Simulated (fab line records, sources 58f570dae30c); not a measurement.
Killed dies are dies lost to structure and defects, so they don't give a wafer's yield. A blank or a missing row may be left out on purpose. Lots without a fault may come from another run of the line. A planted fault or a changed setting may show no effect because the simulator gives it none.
Which tool did it? | flow berkeley_cmos170 | 14 lots, 42 wafers sampled, at 3 steps of a route of 331

WHAT THE GAUGES READ, wafer by wafer
UCB170_M3_CD_MEAS_15: target cd 700 nm. Usual: cd_nm 700.4 nm, standard deviation 1.7.
lot  | measured     | on        | cd_nm (nm)        | flag
L528 | day 9 14:11  | cd_sem-02 | 700.8 700.1 701.1 |
L527 | day 9 16:29  | cd_sem-02 | 701.7 701.6 701.2 |
L531 | day 10 03:13 | cd_sem-02 | 701.2 700.1 699.5 |
L530 | day 10 03:34 | cd_sem-01 | 699.6 698.4 697.6 |
L535 | day 11 01:19 | cd_sem-01 | 700.8 702.3 700.5 |
L533 | day 11 11:11 | cd_sem-02 | 702.7 700.4 700.7 |
L534 | day 11 02:20 | cd_sem-01 | 700.5 701.1 701.2 |
L537 | day 11 06:35 | cd_sem-01 | 701.4 700.6 702.3 |
L536 | day 11 11:54 | cd_sem-02 | 697.5 698.0 698.6 |
L539 | day 11 19:43 | cd_sem-01 | 699.1 699.7 700.6 |
L541 | day 12 06:31 | cd_sem-02 | 699.6 699.4 700.9 |
L545 | day 12 22:29 | cd_sem-01 | 696.2 697.3 695.9 |
L548 | day 13 08:04 | cd_sem-01 | 702.0 702.6 701.2 |
L549 | day 13 18:56 | cd_sem-01 | 698.9 699.3 699.7 |

WHICH TOOL RAN EACH LOT (tool, then ch and the chambers of the sampled wafers, then the start)
lot  | UCB170_GATE_ETCH_14                | UCB170_V2_STRIP_15
L528 | rie_diel-03 ch 1,2,3, day 7 23:22  | plasma_asher-03 ch 0,1, day 9 10:11
L527 | rie_diel-04 ch 0,3, day 7 23:37    | plasma_asher-02 ch 0,1, day 9 13:17
L531 | rie_diel-04 ch 0,1, day 8 08:07    | plasma_asher-04 ch 0,1, day 10 00:19
L530 | rie_diel-02 ch 0,2,3, day 8 08:31  | plasma_asher-04 ch 0,1, day 10 01:13
L535 | rie_diel-04 ch 1,2,3, day 9 07:46  | plasma_asher-04 ch 0,1, day 10 21:58
L533 | rie_diel-02 ch 0,1,3, day 9 08:02  | plasma_asher-03 ch 0,1, day 11 07:32
L534 | rie_diel-04 ch 0,1,2, day 9 08:23  | plasma_asher-03 ch 0,1, day 10 22:37
L537 | rie_diel-02 ch 0,2,3, day 9 08:45  | plasma_asher-02 ch 0,1, day 11 02:28
L536 | rie_diel-03 ch 0,2, day 9 09:14    | plasma_asher-02 ch 0,1, day 11 08:49
L539 | rie_diel-02 ch 1,2,3, day 10 00:58 | plasma_asher-03 ch 0,1, day 11 17:11
L541 | rie_diel-02 ch 1,2,3, day 10 12:04 | plasma_asher-02 ch 1, day 12 02:20
L545 | rie_diel-03 ch 2,3, day 11 02:38   | plasma_asher-04 ch 0,1, day 12 19:48
L548 | rie_diel-04 ch 0,3, day 11 15:56   | plasma_asher-02 ch 0,1, day 13 05:19
L549 | rie_diel-04 ch 0,1,3, day 12 03:26 | plasma_asher-02 ch 0,1, day 13 16:07
- UCB170_GATE_ETCH_14: etches BARC in N2/H2.
- UCB170_V2_STRIP_15: strips in O2.

WHAT THE TOOLS THEMSELVES READ (means of the sampled wafers that have a number; where no wafer has one, the mark that the record gives instead)
UCB170_GATE_ETCH_14. Usual: drypump_motor_current_A 5.4 A, standard deviation 0.46; oes_product_au 0.990 a.u., standard deviation 0.02; throttle_valve_pct 13.35 %, standard deviation 0.12.
lot  | tool        | drypump_motor_current_A (A) | oes_product_au (a.u.) | throttle_valve_pct (%) | flag
L528 | rie_diel-03 | 5.8                         | 1.015                 | 13.34                  |
L527 | rie_diel-04 | 5.2                         | 0.973                 | 13.37                  |
L531 | rie_diel-04 | 5.1                         | 1.005                 | 13.35                  |
L530 | rie_diel-02 | 5.7                         | 0.986                 | 13.37                  |
L535 | rie_diel-04 | 5.2                         | 0.974                 | 13.36                  |
L533 | rie_diel-02 | 5.8                         | 0.985                 | 13.32                  |
L534 | rie_diel-04 | 5.1                         | 0.981                 | 13.33                  |
L537 | rie_diel-02 | 5.7                         | 0.979                 | 13.37                  |
L536 | rie_diel-03 | 5.8                         | 1.009                 | 13.28                  |
L539 | rie_diel-02 | 5.5                         | 0.999                 | 13.36                  |
L541 | rie_diel-02 | 5.5                         | 0.998                 | 13.36                  |
L545 | rie_diel-03 | 5.2                         | 1.014                 | 13.47                  |
L548 | rie_diel-04 | 5.2                         | 0.966                 | 13.36                  |
L549 | rie_diel-04 | 5.2                         | 0.980                 | 13.37                  |

UCB170_V2_STRIP_15. Usual: drypump_motor_current_A 5.9 A, standard deviation 0.4; oes_product_au 0.722 a.u., standard deviation 0.0045; strip_time_to_endpoint_s 15.33 s, standard deviation 0.084.
lot  | tool            | drypump_motor_current_A (A) | oes_product_au (a.u.) | strip_time_to_endpoint_s (s) | flag
L528 | plasma_asher-03 | 6.1                         | 0.720                 | 15.30                        |
L527 | plasma_asher-02 | 6.2                         | 0.719                 | 15.39                        |
L531 | plasma_asher-04 | 5.3                         | 0.726                 | 15.31                        |
L530 | plasma_asher-04 | 5.4                         | 0.724                 | 15.38                        |
L535 | plasma_asher-04 | 5.4                         | 0.726                 | 15.26                        |
L533 | plasma_asher-03 | 6.1                         | 0.717                 | 15.29                        |
L534 | plasma_asher-03 | 5.9                         | 0.716                 | 15.27                        |
L537 | plasma_asher-02 | 6.3                         | 0.721                 | 15.26                        |
L536 | plasma_asher-02 | 6.2                         | 0.722                 | 15.45                        |
L539 | plasma_asher-03 | 6.1                         | 0.718                 | 15.40                        |
L541 | plasma_asher-02 | 6.1                         | 0.720                 | 15.33                        |
L545 | plasma_asher-04 | 5.4                         | 0.725                 | 15.36                        |
L548 | plasma_asher-02 | 6.2                         | 0.722                 | 15.36                        |
L549 | plasma_asher-02 | 6.1                         | 0.723                 | 15.30                        |

THE ANSWER, worked out from the rows above alone
Rule: a lot is off if the mean of its wafers that have a number lies more than 3 standard deviations from the usual mean. A lot without any number at a reading at which 4 lots or more have one is off too. The other lots that the step has rows for count as sound. The gauges are gone through in route order, then the tools' own readings, and for those a lot's mean is taken as printed above. The first step at which some lot is off is used, and at that step the reading that is off furthest; a lot without a number counts as furthest.
No lot is off at any reading shown: from this, nothing can be told.

WHAT THE SIMULATOR HAD PUT IN
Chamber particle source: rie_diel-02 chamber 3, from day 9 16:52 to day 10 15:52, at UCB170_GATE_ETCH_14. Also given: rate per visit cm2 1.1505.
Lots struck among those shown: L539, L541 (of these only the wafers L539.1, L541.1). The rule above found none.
